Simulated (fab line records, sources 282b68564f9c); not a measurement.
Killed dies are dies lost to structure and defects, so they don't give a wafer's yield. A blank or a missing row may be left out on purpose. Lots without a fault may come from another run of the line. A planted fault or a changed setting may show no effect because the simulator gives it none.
Which tool did it? | flow rit_cmos | 13 lots, 39 wafers sampled, at 5 steps of a route of 202

WHAT THE GAUGES READ, wafer by wafer
RIT_FOX2_THK_MEAS_01.
lot  | measured    | on            | FOX2_OXIDE_THK (nm)
L692 | day 1 19:48 | film_metro-04 | 343 339 342
L693 | day 2 00:43 | film_metro-01 | 353 350 356
L694 | day 2 06:39 | film_metro-01 | 353 353 353
L695 | day 2 10:46 | film_metro-04 | 362 357 362
L696 | day 2 16:04 | film_metro-03 | 352 345 347
L697 | day 2 20:28 | film_metro-01 | 349 353 355
L698 | day 3 02:45 | film_metro-03 | 345 343 349
L700 | day 3 14:42 | film_metro-01 | 343 343 341
L701 | day 3 17:04 | film_metro-01 | 356 350 347
L702 | day 3 22:20 | film_metro-03 | 347 347 343
L708 | day 5 05:16 | film_metro-01 | 363 368 369
L712 | day 6 02:23 | film_metro-04 | 363 368 369
L715 | day 6 16:51 | film_metro-01 | 356 359 352

RIT_FOX2_THK_MEAS_90.
lot  | measured    | on            | FIELD_OXIDE_LEFT_1_THK (nm)
L692 | day 1 20:40 | film_metro-03 | 316 312 315
L693 | day 2 01:39 | film_metro-01 | 326 323 328
L694 | day 2 07:32 | film_metro-03 | 326 326 326
L695 | day 2 11:39 | film_metro-04 | 335 329 335
L696 | day 2 16:56 | film_metro-03 | 324 318 320
L697 | day 2 21:20 | film_metro-01 | 322 326 328
L698 | day 3 03:38 | film_metro-03 | 317 315 322
L700 | day 3 15:38 | film_metro-04 | 316 316 313
L701 | day 3 17:56 | film_metro-03 | 329 323 320
L702 | day 3 23:13 | film_metro-03 | 320 320 316
L708 | day 5 06:08 | film_metro-04 | 336 341 341
L712 | day 6 03:15 | film_metro-03 | 337 341 341
L715 | day 6 17:44 | film_metro-01 | 328 332 325

RIT_FOX2_THK_MEAS_91.
lot  | measured    | on            | FIELD_OXIDE_LEFT_2_THK (nm)
L692 | day 2 09:18 | film_metro-04 | 247 244 246
L693 | day 2 15:21 | film_metro-04 | 258 255 260
L694 | day 2 19:54 | film_metro-01 | 258 258 258
L695 | day 3 01:11 | film_metro-03 | 266 261 267
L696 | day 3 06:08 | film_metro-03 | 256 250 251
L697 | day 3 09:50 | film_metro-01 | 255 258 260
L698 | day 3 17:19 | film_metro-03 | 249 246 253
L700 | day 4 05:29 | film_metro-03 | 247 248 245
L701 | day 4 06:28 | film_metro-01 | 261 255 252
L702 | day 4 12:53 | film_metro-03 | 251 251 247
L708 | day 5 19:26 | film_metro-03 | 268 273 274
L712 | day 6 16:58 | film_metro-03 | 268 273 274
L715 | day 7 06:38 | film_metro-04 | 260 263 256

RIT_GATE_THK_MEAS_09.
lot  | measured    | on            | GATE_POLY_THK (nm)
L692 | day 2 12:22 | film_metro-04 | 250.4 251.9 250.1
L693 | day 2 20:31 | film_metro-04 | 251.6 252.3 250.7
L694 | day 3 00:08 | film_metro-04 | 249.7 252.6 252.8
L695 | day 3 09:18 | film_metro-03 | 250.5 251.2 251.5
L696 | day 3 13:40 | film_metro-04 | 252.1 249.6 252.8
L697 | day 3 15:17 | film_metro-03 | 248.4 248.1 249.4
L698 | day 3 22:42 | film_metro-04 | 250.6 250.8 252.6
L700 | day 4 09:46 | film_metro-01 | 250.7 249.9 252.1
L701 | day 4 09:47 | film_metro-03 | 251.3 249.9 250.5
L702 | day 4 19:22 | film_metro-01 | 253.3 252.0 253.7
L708 | day 6 02:42 | film_metro-04 | 252.7 249.3 252.0
L712 | day 6 20:01 | film_metro-03 | 253.5 249.5 249.8
L715 | day 7 11:05 | film_metro-01 | 250.6 249.8 251.2

WHICH TOOL RAN EACH LOT (tool, then ch and the chambers of the sampled wafers, then the start)
lot  | RIT_FOX2_OXIDATION_00
L692 | furnace-03 ch 0, day 1 18:28
L693 | furnace-03 ch 0, day 1 23:23
L694 | furnace-04 ch 0, day 2 05:20
L695 | furnace-01 ch 0, day 2 09:27
L696 | furnace-04 ch 0, day 2 14:43
L697 | furnace-01 ch 0, day 2 19:08
L698 | furnace-03 ch 0, day 3 01:26
L700 | furnace-03 ch 0, day 3 13:23
L701 | furnace-03 ch 0, day 3 15:44
L702 | furnace-04 ch 0, day 3 21:01
L708 | furnace-01 ch 0, day 5 03:57
L712 | furnace-01 ch 0, day 6 01:04
L715 | furnace-04 ch 0, day 6 15:31
- RIT_FOX2_OXIDATION_00: target thk 350.7 nm, ox time 1130 s.

WHAT THE TOOLS THEMSELVES READ (means of the sampled wafers that have a number; where no wafer has one, the mark that the record gives instead)
RIT_FOX2_OXIDATION_00.
lot  | tool       | spike_tc_centre_C (C) | spike_tc_load_C (C) | spike_tc_source_C (C) | tube_center_temp_C_max | zone_power_source_pct (%)
L692 | furnace-03 | 1104.8                | 1128.2              | 1127.3                | 1103.0                 | 40.0
L693 | furnace-03 | 1103.6                | 1127.3              | 1126.9                | 1102.1                 | 40.0
L694 | furnace-04 | 1104.0                | 1126.6              | 1125.2                | 1102.9                 | 41.2
L695 | furnace-01 | 1102.2                | 1130.4              | 1128.9                | 1102.8                 | 45.0
L696 | furnace-04 | 1103.8                | 1127.1              | 1125.6                | 1102.4                 | 41.7
L697 | furnace-01 | 1103.7                | 1130.8              | 1128.7                | 1103.3                 | 45.4
L698 | furnace-03 | 1104.7                | 1128.1              | 1127.7                | 1102.6                 | 40.4
L700 | furnace-03 | 1104.5                | 1127.2              | 1127.7                | 1103.1                 | 40.3
L701 | furnace-03 | 1104.0                | 1127.1              | 1126.9                | 1102.7                 | 40.3
L702 | furnace-04 | 1105.0                | 1126.8              | 1125.8                | 1103.0                 | 40.9
L708 | furnace-01 | 1114.1                | 1140.9              | 1138.1                | 1102.6                 | 46.3
L712 | furnace-01 | 1113.4                | 1140.9              | 1138.5                | 1103.6                 | 46.2
L715 | furnace-04 | 1103.0                | 1126.9              | 1126.1                | 1103.1                 | 41.2

THE ANSWER, worked out from the rows above alone
Rule: what is usual is taken from the lots themselves. Put in order of their means at a reading, lots are off if they are a third of the lots or fewer, leave a main group of 4 or more, and stand apart from it by a gap of 3 or more times the standard deviation of the main group's means; of several such gaps the widest counts. A main group whose means are all the same, to the digits that the tables above print for the reading, isn't used. A lot without any number at a reading at which 4 lots or more have one is off too. The other lots that the step has rows for count as sound. The gauges are gone through in route order, then the tools' own readings, and for those a lot's mean is taken as printed above. The first step at which some lot is off is used, and at that step the reading that is off furthest; a lot without a number counts as furthest.
Off: L708, L712, at RIT_FOX2_OXIDATION_00 (spike_tc_centre_C). The main group: mean 1103.9 C, standard deviation 0.79.
A tool fits if, at that step or a process step before it, it ran every lot that is off, and no sound lot after the first of them. One fits: furnace-01 at RIT_FOX2_OXIDATION_00. Its last sound lot is L697 (day 2 19:08), its first lot that is off L708 (day 5 03:57): a fault that began between those two fits.
The tool's own readings at RIT_FOX2_OXIDATION_00 bear it out: on the lots that are off they differ by more than 5 times the standard deviation of the sound lots' means. spike_tc_centre_C reads 1113.8 C there against 1103.9 C on the sound lots; spike_tc_load_C reads 1140.9 C there against 1127.9 C on the sound lots; spike_tc_source_C reads 1138.3 C there against 1127.0 C on the sound lots.

WHAT THE SIMULATOR HAD PUT IN
Process parameter drift: furnace-01, from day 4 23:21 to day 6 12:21, at RIT_FOX2_OXIDATION_00. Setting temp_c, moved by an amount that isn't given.
Lots struck among those shown: L708, L712. The rule above found the same.
